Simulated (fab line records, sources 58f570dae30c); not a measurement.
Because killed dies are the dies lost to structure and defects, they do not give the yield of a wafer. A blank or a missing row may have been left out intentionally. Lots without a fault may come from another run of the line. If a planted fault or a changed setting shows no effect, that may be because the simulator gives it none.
Which tool did it? ; flow berkeleyCmos170 ; 39 wafers from 13 lots sampled at 6 of the route's 331 steps

WHAT THE GAUGES READ, wafer by wafer
UCB170_GATE_THK_MEAS_02.
lot;measured;on;GATE_OXIDE_THK (nm)
L653;day 5 17:19;filmMetro-04;6.69 6.56 6.75
L654;day 5 17:19;filmMetro-02;6.64 6.68 6.70
L655;day 6 01:28;filmMetro-04;6.55 6.68 6.66
L657;day 6 16:26;filmMetro-04;6.50 6.59 6.43
L663;day 7 22:23;filmMetro-02;6.45 6.46 6.45
L668;day 8 14:20;filmMetro-04;6.65 6.63 6.57
L666;day 8 14:24;filmMetro-04;6.40 6.30 6.30
L671;day 9 14:50;filmMetro-03;6.59 6.75 6.77
L672;day 9 23:06;filmMetro-04;6.51 6.59 6.66
L674;day 10 08:26;filmMetro-04;6.50 6.50 6.63
L673;day 10 08:27;filmMetro-02;6.56 6.67 6.52
L675;day 10 19:38;filmMetro-04;6.54 6.69 6.60
L676;day 11 03:13;filmMetro-04;6.75 6.77 6.65

UCB170_PLDD_OVL_MEAS_07.
lot;measured;on;PLDD_OVL (nm)
L653;day 6 00:37;overlay-01;16 8 3
L654;day 6 01:16;overlay-02;10 4 8
L655;day 6 13:12;overlay-02;-8 -4 -3
L657;day 7 01:13;overlay-02;-5 -6 -7
L663;day 8 06:20;overlay-02;0 2 16
L668;day 9 03:58;overlay-01;3 0 10
L666;day 9 03:52;overlay-02;-2 -3 -1
L671;day 10 03:08;overlay-01;9 7 3
L672;day 10 12:49;overlay-01;3 2 -4
L674;day 10 18:34;overlay-01;1 -1 4
L673;day 10 18:20;overlay-02;6 -3 4
L675;day 11 07:54;overlay-01;-3 5 3
L676;day 11 14:57;overlay-01;-13 -6 -9

UCB170_PLDD_TW_MEAS_11.
lot;measured;on;PLDD_TW
L653;day 6 01:04;filmMetro-02;1022 1014 1019
L654;day 6 01:42;filmMetro-02;1020 1024 1021
L655;day 6 13:38;filmMetro-03;1008 1013 1008
L657;day 7 01:40;filmMetro-03;935 936 929
L663;day 8 06:47;filmMetro-01;938 935 933
L668;day 9 04:25;filmMetro-02;1025 1025 1020
L666;day 9 04:18;filmMetro-02;1021 1018 1022
L671;day 10 03:35;filmMetro-03;1009 1016 1007
L672;day 10 13:16;filmMetro-01;1005 1001 1002
L674;day 10 19:01;filmMetro-01;996 997 997
L673;day 10 18:47;filmMetro-02;1014 1010 1004
L675;day 11 08:20;filmMetro-03;1012 1006 1009
L676;day 11 15:23;filmMetro-01;990 994 994

UCB170_SDANNEAL_RS_MEAS_04: measures by four-point-probe.
lot;measured;on;PLDD_RS (ohm/sq)
L653;day 6 16:43;filmMetro-03;1036.3 1034.8 1035.8
L654;day 6 16:58;filmMetro-02;1027.2 1028.3 1032.6
L655;day 7 02:10;filmMetro-02;1027.5 1031.3 1028.7
L657;day 7 13:35;filmMetro-03;1240.8 1239.0 1238.3
L663;day 8 18:10;filmMetro-01;1237.8 1239.1 1236.5
L668;day 9 19:30;filmMetro-03;1032.6 1034.4 1034.5
L666;day 9 19:05;filmMetro-02;1035.9 1034.7 1037.2
L671;day 10 17:23;filmMetro-02;1031.1 1029.0 1031.0
L672;day 11 01:51;filmMetro-02;1027.2 1026.7 1025.2
L674;day 11 10:07;filmMetro-02;1031.6 1032.2 1032.6
L673;day 11 13:38;filmMetro-02;1030.4 1034.0 1027.0
L675;day 11 22:19;filmMetro-02;1033.2 1034.2 1035.2
L676;day 12 10:14;filmMetro-03;1034.4 1031.2 1032.2

EACH LOT AND THE TOOL THAT RAN IT (in order: tool; ch and the chambers of the sampled wafers; start)
lot;UCB170_PLDD_IMPLANT_09;UCB170_PLDD_STRIP_10
L653;implanter-01 ch 0, day 6 00:49;plasmaAsher-04 ch 0,1, day 6 00:58
L654;implanter-03 ch 0, day 6 01:27;plasmaAsher-01 ch 0,1, day 6 01:36
L655;implanter-03 ch 0, day 6 13:23;plasmaAsher-03 ch 0, day 6 13:32
L657;implanter-03 ch 0, day 7 01:26;plasmaAsher-01 ch 0,1, day 7 01:34
L663;implanter-03 ch 0, day 8 06:35;plasmaAsher-04 ch 0,1, day 8 06:41
L668;implanter-04 ch 0, day 9 04:10;plasmaAsher-03 ch 0,1, day 9 04:19
L666;implanter-01 ch 0, day 9 04:04;plasmaAsher-01 ch 1, day 9 04:11
L671;implanter-04 ch 0, day 10 03:22;plasmaAsher-03 ch 0,1, day 10 03:29
L672;implanter-03 ch 0, day 10 13:01;plasmaAsher-03 ch 1, day 10 13:09
L674;implanter-03 ch 0, day 10 18:46;plasmaAsher-04 ch 0,1, day 10 18:55
L673;implanter-04 ch 0, day 10 18:32;plasmaAsher-03 ch 0,1, day 10 18:40
L675;implanter-03 ch 0, day 11 08:05;plasmaAsher-01 ch 0,1, day 11 08:14
L676;implanter-03 ch 0, day 11 15:10;plasmaAsher-04 ch 0,1, day 11 15:18
- UCB170_PLDD_IMPLANT_09
- UCB170_PLDD_STRIP_10: strips in O2.

AS READ BY THE TOOLS THEMSELVES (means over the sampled wafers that have a number; for cases with no such wafer, the mark the record gives instead)
UCB170_PLDD_IMPLANT_09.
lot;tool;doseIonsCm2;faradayCurrentUA
L653;implanter-01;5e+13;156
L654;implanter-03;5e+13;148
L655;implanter-03;5e+13;151
L657;implanter-03;3e+13;93
L663;implanter-03;3e+13;95
L668;implanter-04;5e+13;159
L666;implanter-01;5e+13;160
L671;implanter-04;5e+13;159
L672;implanter-03;5e+13;146
L674;implanter-03;5e+13;154
L673;implanter-04;5e+13;158
L675;implanter-03;5e+13;149
L676;implanter-03;5e+13;148

UCB170_PLDD_STRIP_10.
lot;tool;drypumpMotorCurrentA (A);oesProductAu (a.u.);stripTimeToEndpointS (s)
L653;plasmaAsher-04;6.0;0.737;21.60
L654;plasmaAsher-01;6.2;0.731;21.79
L655;plasmaAsher-03;5.2;0.737;21.62
L657;plasmaAsher-01;6.2;0.735;21.69
L663;plasmaAsher-04;6.0;0.734;21.76
L668;plasmaAsher-03;5.3;0.728;21.66
L666;plasmaAsher-01;6.3;0.738;21.63
L671;plasmaAsher-03;5.2;0.733;21.68
L672;plasmaAsher-03;5.3;0.730;21.72
L674;plasmaAsher-04;5.9;0.736;21.72
L673;plasmaAsher-03;5.2;0.734;21.63
L675;plasmaAsher-01;6.2;0.737;21.69
L676;plasmaAsher-04;5.8;0.740;21.74

THE ANSWER, worked out from the rows above alone
Rule: the usual values come from the lots themselves. Put in order of their means at a reading, lots are off if they are a third of the lots or fewer, leave a main group of 4 or more, and stand apart from it by a gap of 3 or more times the standard deviation of the main group's means; of several such gaps the widest counts. A main group whose means are all the same, to the digits that the tables above print for the reading, isn't used. Also off: a lot with no number at a reading for which 4 or more lots have one. Where the step has rows for the other lots, those lots are counted as sound. The gauges are gone through in route order, then the tools' own readings, and for those a lot's mean is taken as printed above. At the first step where some lot is off, the reading lying furthest off is the one used; lots without a number count as furthest.
Off: L657, L663, at UCB170_PLDD_TW_MEAS_11 (PLDD_TW). Main group: mean 1010, sd 9.6.
If a tool, at a process step before that reading, ran all the lots that are off and no sound lot after the first of them, it fits. Not tried: the gauges at UCB170_PLDD_TW_MEAS_11; whatever is off there is also off at UCB170_PLDD_IMPLANT_09, on other tools, and gauge error can't account for it. None of those tried fits.

WHAT HAD BEEN PUT IN BY THE SIMULATOR
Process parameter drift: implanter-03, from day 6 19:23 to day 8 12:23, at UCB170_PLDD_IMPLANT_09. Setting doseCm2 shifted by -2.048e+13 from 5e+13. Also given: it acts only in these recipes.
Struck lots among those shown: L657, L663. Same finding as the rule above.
